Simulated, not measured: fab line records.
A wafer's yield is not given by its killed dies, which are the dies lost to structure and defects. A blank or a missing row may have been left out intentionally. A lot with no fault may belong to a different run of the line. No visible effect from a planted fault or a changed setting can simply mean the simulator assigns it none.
fab line records	flow rit-cmos
record: lots: 15	wafers: 45	last-day: 7
route steps=202 shown NRETRO@61 M1@202
lots that met no fault: taken from a fault-free run of the same line
start-h: the number of hours between the record's first day and the start of the first shown wafer of the lot	wait-h: hours elapsed since this lot's preceding step	" as in the row above	L1.1+2: one row covering several wafers at once	- no value, or no start given	* or withheld: withheld	< > ~ a bound
route shown NAME@n: names a module that has steps shown in the file, with the first one's number in the route	usual: average and standard deviation across the fault-free wafers	same: alike in all rows	chamber/n: place in a boat	sites: the reading at each site	_std_site: the standard deviation of these	_edge_site: mean of outer sites minus mean of inner sites	radius-mm: how far each site lies from the wafer's centre	mask NAME#n: copy n	behind: the tool/chamber that last shaped the wafer	hold: cause of the lot's hold/its duration in hours/its outcome	device: which transistor (n, p or np) failed to switch	end of line: tests run on the same wafers once the route is complete	where a step has no rows: the recipe by itself	killed: the dies lost at the first sort to structure and to defects; this is not the yield of the wafer	map: per-die view of a wafer (x killed, . not killed, _ where there is no die)
set.NAME: the setting the step ran with; set.NAME@STEP: the setting that earlier step ran with	model.NAME: the simulator's own value behind a step, which no gauge read
a sample of lots followed through the steps of the route, with each step as a table and each wafer as a row
services: when a tool's chamber went out of use (start-h, in hours from the record's first day, below 0 if earlier), for how many hours, and the reason
== steps ==
step: RIT_NRETRO_IMPLANT_08
recipe: species: P	energy-kev: 70	dose-cm2: 1e+13	tilt-deg: 7
usual: dose-ions-cm2: 1.0001e+13/1.1e+10	faraday-current-uA: 31.7/0.63
lot.wafer	tool	chamber	start-h	wait-h	dose-ions-cm2	faraday-current-uA
L439.3	implanter-03	0	30.74	0.2	1.0001e+13	32.9
L439.4	"	0	"	"	1.0008e+13	31.7
L439.6	"	0	"	"	9.997e+12	32.4
L440.1	implanter-01	0	35.20	0.2	1.0006e+13	30.7
L440.4	"	0	"	"	9.998e+12	31.6
L440.5	"	0	"	"	1.0011e+13	31.9
L441.3	implanter-03	0	39.15	0.2	1.0004e+13	31.3
L441.5	"	0	"	"	9.994e+12	32.2
L441.6	"	0	"	"	9.992e+12	32.5
L442.1	implanter-04	0	44.41	0.2	1.0015e+13	31.3
L442.2	"	0	"	"	9.99e+12	32.3
L442.5	"	0	"	"	9.995e+12	31.7
L444.1	implanter-01	0	56.37	0.2	9.984e+12	31.8
L444.2	"	0	"	"	1.0013e+13	32.2
L444.3	"	0	"	"	1.0002e+13	31.5
L445.2	implanter-04	0	60.18	0.2	9.985e+12	31.2
L445.4	"	0	"	"	9.976e+12	32.6
L445.6	"	0	"	"	9.978e+12	32.5
L446.1	implanter-04	0	64.95	0.2	9.999e+12	31.4
L446.2	"	0	"	"	9.983e+12	31.3
L446.4	"	0	"	"	9.998e+12	31.6
L447.1	implanter-03	0	69.12	0.2	9.998e+12	30.8
L447.2	"	0	"	"	9.995e+12	31.2
L447.5	"	0	"	"	9.987e+12	31.8
L452.2	implanter-04	0	98.75	0.2	1.3695e+13	44.1
L452.3	"	0	"	"	1.3693e+13	42.6
L452.4	"	0	"	"	1.3695e+13	41.9
L453.3	implanter-04	0	101.20	0.2	1.37e+13	42.7
L453.4	"	0	"	"	1.3711e+13	43.5
L453.5	"	0	"	"	1.3715e+13	44.6
L456.3	implanter-04	0	116.07	0.2	1.3705e+13	42.7
L456.4	"	0	"	"	1.3689e+13	43.1
L456.6	"	0	"	"	1.3691e+13	43.3
L458.2	implanter-01	0	125.02	0.2	9.995e+12	32.5
L458.3	"	0	"	"	9.977e+12	31.2
L458.5	"	0	"	"	9.992e+12	31.1
L459.1	implanter-03	0	129.09	0.2	1.0023e+13	32.2
L459.2	"	0	"	"	1.0018e+13	31.2
L459.5	"	0	"	"	1.0007e+13	31.9
L460.2	implanter-03	0	135.14	0.2	1.0002e+13	30.8
L460.3	"	0	"	"	1.0013e+13	32.3
L460.4	"	0	"	"	1.0007e+13	31.8
L461.2	implanter-01	0	139.87	0.2	1.0012e+13	33.2
L461.5	"	0	"	"	1.0011e+13	32.6
L461.6	"	0	"	"	1.0011e+13	30.9
step: RIT_NRETRO_TW_MEAS_10
usual: NRETRO_TW: 1052/6.7
lot.wafer	tool	chamber	start-h	wait-h	NRETRO_TW
L439.3	film-metro-01	-	31.04	0.1	1060
L439.4	"	-	"	"	1056
L439.6	"	-	"	"	1058
L440.1	film-metro-02	-	35.52	0.1	1045
L440.4	"	-	"	"	1050
L440.5	"	-	"	"	1044
L441.3	film-metro-03	-	39.44	0.1	1046
L441.5	"	-	"	"	1043
L441.6	"	-	"	"	1043
L442.1	film-metro-02	-	44.73	0.1	1042
L442.2	"	-	"	"	1044
L442.5	"	-	"	"	1043
L444.1	film-metro-03	-	56.70	0.1	1054
L444.2	"	-	"	"	1049
L444.3	"	-	"	"	1058
L445.2	film-metro-03	-	60.49	0.1	1059
L445.4	"	-	"	"	1058
L445.6	"	-	"	"	1056
L446.1	film-metro-02	-	65.28	0.1	1061
L446.2	"	-	"	"	1054
L446.4	"	-	"	"	1054
L447.1	film-metro-02	-	69.44	0.1	1054
L447.2	"	-	"	"	1054
L447.5	"	-	"	"	1050
L452.2	film-metro-02	-	99.06	0.1	1155
L452.3	"	-	"	"	1149
L452.4	"	-	"	"	1151
L453.3	film-metro-03	-	101.50	0.1	1157
L453.4	"	-	"	"	1161
L453.5	"	-	"	"	1154
L456.3	film-metro-01	-	116.37	0.1	1170
L456.4	"	-	"	"	1165
L456.6	"	-	"	"	1170
L458.2	film-metro-02	-	125.33	0.1	1041
L458.3	"	-	"	"	1040
L458.5	"	-	"	"	1046
L459.1	film-metro-01	-	129.41	0.1	1059
L459.2	"	-	"	"	1061
L459.5	"	-	"	"	1062
L460.2	film-metro-03	-	135.45	0.1	1048
L460.3	"	-	"	"	1047
L460.4	"	-	"	"	1053
L461.2	film-metro-02	-	140.18	0.1	1048
L461.5	"	-	"	"	1050
L461.6	"	-	"	"	1054
step: RIT_M1_PROBE_99
usual: killed-at-contacts: 0.1/0.36	killed-at-front-end: 7.2/2.9	killed-dies: 7.4/2.9	killed-open: 3.8/2	killed-short: 3.5/2
same: gross-dies: 264	killed_at_M0_to_M3: 0	killed_at_M4_up: 0	killed-at-back-side: 0	killed-at-other: 0
lot.wafer	tool	chamber	start-h	wait-h	killed-at-contacts	killed-at-front-end	killed-dies	killed-open	killed-short
L447.1	prober-02	-	96.94	0.1	1	9	10	7	3
L447.2	prober-02	-	96.99	0.1	0	5	5	3	2
L447.5	prober-02	-	97.14	0.2	0	11	11	8	3
L452.2	prober-02	-	126.64	0.1	0	7	7	4	2
L452.3	prober-02	-	126.69	0.2	1	5	6	2	4
L452.4	prober-02	-	126.74	0.2	0	8	8	4	3
L458.2	prober-02	-	153.07	0.1	0	8	8	2	6
L458.3	prober-02	-	153.12	0.2	0	13	13	6	7
L458.5	prober-02	-	153.22	0.2	0	10	10	3	7
killed by level:class
L447.1 GATE:geometric-particle:open=3 GATE:geometric-particle:short=2 REOX:geometric-particle:open=2 FOX1:geometric-particle:short=1 SPACER:geometric-particle:open=1 CONTACT:geometric-particle:open=1
L447.2 FOX2:geometric-particle:open=1 FOX2:geometric-particle:short=1 GATE:geometric-particle:short=1 SPACER:geometric-particle:open=1 SILICIDE:geometric-particle:open=1
L447.5 FOX1:geometric-particle:open=3 GATE:geometric-particle:open=3 SPACER:geometric-particle:open=2 FOX1:geometric-particle:short=1 GATE:geometric-particle:short=1 REOX:geometric-particle:short=1
L452.2 GATE:geometric-particle:open=3 FOX1:geometric-particle:short=1 SPACER:geometric-particle:short=1 SILICIDE:geometric-particle:open=1 PRETRO:coat-microbubble-printed=1
L452.3 GATE:geometric-particle:short=2 FOX2:geometric-particle:short=1 FOX2:geometric-particle:open=1 GATE:geometric-particle:open=1 CONTACT:geometric-particle:short=1
L452.4 GATE:geometric-particle:open=2 GATE:geometric-particle:short=2 REOX:geometric-particle:open=1 SPACER:geometric-particle:open=1 SPACER:geometric-particle:short=1 PRETRO:coat-microbubble-printed=1
L458.2 GATE:geometric-particle:short=3 FOX1:geometric-particle:short=2 GATE:geometric-particle:open=2 SPACER:geometric-particle:short=1
L458.3 GATE:geometric-particle:open=4 GATE:geometric-particle:short=2 SPACER:geometric-particle:short=2 SILICIDE:geometric-particle:short=2 FOX1:geometric-particle:short=1 REOX:geometric-particle:open=1 SILICIDE:geometric-particle:open=1
L458.5 GATE:geometric-particle:short=4 ACTIVE:geometric-particle:short=1 FOX1:geometric-particle:open=1 GATE:geometric-particle:open=1 SPACER:geometric-particle:short=1 SILICIDE:geometric-particle:short=1 SILICIDE:geometric-particle:open=1
== services ==
tool	chamber	start-h	hours	kind
implanter-04	-	84.54	5.5	pm
implanter-03	-	98.97	2.2	repair
== key ==
first-sign: step: RIT_NRETRO_IMPLANT_08	reading: dose-ions-cm2	direction: up	sigmas: 99+	usual: 1.0001e+13	struck: 1.3699e+13
effect: step: RIT_NRETRO_IMPLANT_08	reading: faraday-current-uA	direction: up	sigmas: 18	usual: 31.7	struck: 43.2
effect: step: RIT_NRETRO_TW_MEAS_10	reading: NRETRO_TW	direction: up	sigmas: 16	usual: 1052	struck: 1159
met-at RIT_NRETRO_IMPLANT_08
struck-lots L452,L453,L456
tester-left-out L452,L453,L456
onset-between 64.95 98.75
fault: kind: process-parameter-drift	tool: implanter-04	chamber: -	onset-h: 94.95	steps: RIT_NRETRO_IMPLANT_08	channel: dose-cm2	offset: 3.7e+12	shape: step	end-h: 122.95	acts-in: these-recipes-only	stated: 1e+13
tester-left-out: of these lots the tester's yield and bins aren't shown, on N5 and GAA mostly nor the transistor test; their killed dies are dies lost to structure and defects alone, not to doping, threshold or leakage, so they don't give the yield
